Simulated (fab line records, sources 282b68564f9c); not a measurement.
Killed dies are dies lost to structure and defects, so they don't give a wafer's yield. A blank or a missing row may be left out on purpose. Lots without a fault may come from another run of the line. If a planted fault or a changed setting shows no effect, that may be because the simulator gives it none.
A lot that was struck, set against a sound lot ; flow rit cmos ; 29 steps out of a route of 202
Sound: these wafers, L758.2, L758.3, L758.6. Struck: wafer L773.4 (L773.5, L773.6, from the same lot, were not struck and are left out); the cause is given at the end.
At each step with rows: each side's tool, then ch and its chambers, then its first start. Under that, the readings that differ: sound wafers ; struck wafers ; difference of the means ; sigmas: that difference in standard deviations of wafers without a fault.
alike: readings with means less than 2 such deviations apart, plus words and numbers identical on both sides. not compared: withheld readings, readings lacking a value on some wafer, bounds such as >300 that could conceal the same value, and numbers that have no deviation in the record and whose values overlap.
A row with sigmas, a row that says differs or no value, or rows on one side alone: a step with any of these is where the two part. When numbers do not overlap yet have no deviation, they are printed without sigmas and do not part them. A reading missing from all wafers of one side parts the sides only when that side holds two or more wafers.

RIT_SDANNEAL_RTA_03: time 5 s.
  sound on rtp anneal-01 ch 0, day 3 12:44; struck on rtp anneal-02 ch 0, day 6 12:31
  alike: chamber o2 ppm, wafer_temp_C_max
RIT_SDANNEAL_RS_MEAS_04: the measuring method here is four-point-probe.
  sound on film metro-02, day 3 12:48; struck on film metro-02, day 6 12:37
  alike: PSD_RS
RIT_SDANNEAL_RS_MEAS_05: the measuring method here is four-point-probe.
  sound on film metro-02, day 3 12:55; struck on film metro-02, day 6 12:44
  alike: NSD_RS
RIT_SDANNEAL_RS_MEAS_06: the measuring method here is four-point-probe.
  sound on film metro-02, day 3 13:02; struck on film metro-02, day 6 12:51
  alike: PLDD_RS
RIT_SDANNEAL_RS_MEAS_07: the measuring method here is four-point-probe.
  sound on film metro-02, day 3 13:10; struck on film metro-02, day 6 12:58
  alike: NLDD_RS
then, 1 step without rows for these wafers: RIT_SILICIDE_WET_ETCH_00 (etches SiO2 in BOE, target depth 14 nm, time 15 s).
RIT_SILICIDE_SPUTTER_01: material Ti, target thk 30 nm, time 240 s.
  sound on pvd sputter-01, day 3 13:17; struck on pvd sputter-03, day 6 13:02
  alike: throttle valve pct
RIT_SILICIDE_RS_MEAS_02: the measuring method here is four-point-probe.
  sound on film metro-04, day 3 13:27; struck on film metro-04, day 6 13:15
  alike: SILICIDE_TI_RS
RIT_SILICIDE_THK_MEAS_03: measures by xrf.
  sound on film metro-04, day 3 13:34; struck on film metro-04, day 6 13:20
  alike: SILICIDE_TI_THK
RIT_SILICIDE_RTA_04: time 10 s, ramp up 5 s, ramp down 5 s.
  sound on rtp anneal-02 ch 0, day 3 13:37; struck on rtp anneal-01 ch 0, day 6 13:24
  alike: chamber o2 ppm, wafer_temp_C_max
then, 1 step without rows for these wafers: RIT_SILICIDE_WET_ETCH_05 (etches Ti in SPM, time 120 s).
RIT_SILICIDE_RTA_06: time 10 s, ramp up 5 s, ramp down 10 s.
  sound on rtp anneal-01 ch 0, day 3 13:44; struck on rtp anneal-02 ch 0, day 6 13:31
  alike: chamber o2 ppm, wafer_temp_C_max
RIT_CONTACT_CVD_00: deposits SiO2 from TEOS, target thk 400 nm, time 61 s.
  sound on pecvd-02 ch 0,1,2, day 3 13:47; struck on pecvd-04 ch 1, day 6 13:34
reading;sound;struck;difference;sigmas
model.SiO2_of_CONTACT_CVD_00.thk nm (nm);399.9 401 409.6;534.1;+130.6;
  alike: heater power w, susceptor temp C
RIT_CONTACT_THK_MEAS_01:
  sound on film metro-02, day 3 13:51; struck on film metro-04, day 6 13:38
reading;sound;struck;difference;sigmas
CONTACT_TEOS_THK (nm);400 401 410;534;+130;+27
then, 6 steps without rows for these wafers: RIT_CONTACT_HMDS_02 (prime time 60 s); RIT_CONTACT_COAT_03 (resist thk 1000 nm); RIT_CONTACT_SOFTBAKE_04 (time 60 s); RIT_CONTACT_EXPOSE_05 (exposes mask M11, target cd 1000 nm); RIT_CONTACT_PEB_06; RIT_CONTACT_DEVELOP_07 (develop time 120 s).
RIT_CONTACT_CD_MEAS_08: the cd target is 1000 nm.
  sound on cd sem-02, day 3 14:53; struck on cd sem-02, day 6 14:44
  alike: cd nm
RIT_CONTACT_OVL_MEAS_09:
  sound on overlay-02, day 3 14:59; struck on overlay-01, day 6 14:49
  alike: CONTACT_OVL
then, 1 step without rows for these wafers: RIT_CONTACT_HARDBAKE_10 (time 60 s).
RIT_CONTACT_ETCH_11: etches SiO2 in CHF3/CF4/Ar, stops on TiSi2, target depth 480 nm, time 320 s.
  sound on rie diel-02 ch 0,2,3, day 3 15:10; struck on rie diel-02 ch 1, day 6 15:05
reading;sound;struck;difference;sigmas
model.etch.depth nm (nm);399.9 401 409.6;489.8;+86.3;
model.CONTACT.feature depth nm (nm);399.9 401 409.6;489.8;+86.3;
  alike: drypump motor current A, oes product au, throttle valve pct
  not compared: rf hours counter h
RIT_CONTACT_STRIP_12: strips in O2, time 180 s.
  sound on plasma asher-04 ch 0,1, day 3 15:22; struck on plasma asher-02 ch 0, day 6 15:14
reading;sound;struck;difference;sigmas
drypump motor current A (A);5.3 5.7 5.7;6.3;+0.7;+2
  alike: rf refl power W
  not compared: rf hours counter h
RIT_CONTACT_CD_MEAS_90: the cd target is 1000 nm.
  sound on cd sem-01, day 3 15:34; struck on cd sem-01, day 6 15:25
  alike: cd nm
RIT_CONTACT_CLEAN_13: cleans in SC1, time 600 s.
  sound on wet bench-01 ch 2, day 3 15:40; struck on wet bench-04 ch 3, day 6 15:29
reading;sound;struck;difference;sigmas
model.SiO2_of_CONTACT_CVD_00.thk nm (nm);395.8 396.9 405.5;530.1;+130.7;
then, 1 step without rows for these wafers: RIT_CONTACT_CLEAN_14 (cleans in SC2, time 600 s).
RIT_M1_PROBE_99:
  sound on prober-02, day 3 20:16; struck on prober-01, day 6 20:14
reading;sound;struck;difference;sigmas
killed at contacts;0 0 0;254;+254;+99 or more
killed dies;9 9 8;264;+255;+82
killed on rim;5 4 3;70;+66;+51
  alike: killed_at_M0_to_M3, killed at front end, killed open, killed short

WHERE THEY PART
First at RIT_CONTACT_THK_MEAS_01; last, within this record, at RIT_M1_PROBE_99.

WHY: what the simulator had put in
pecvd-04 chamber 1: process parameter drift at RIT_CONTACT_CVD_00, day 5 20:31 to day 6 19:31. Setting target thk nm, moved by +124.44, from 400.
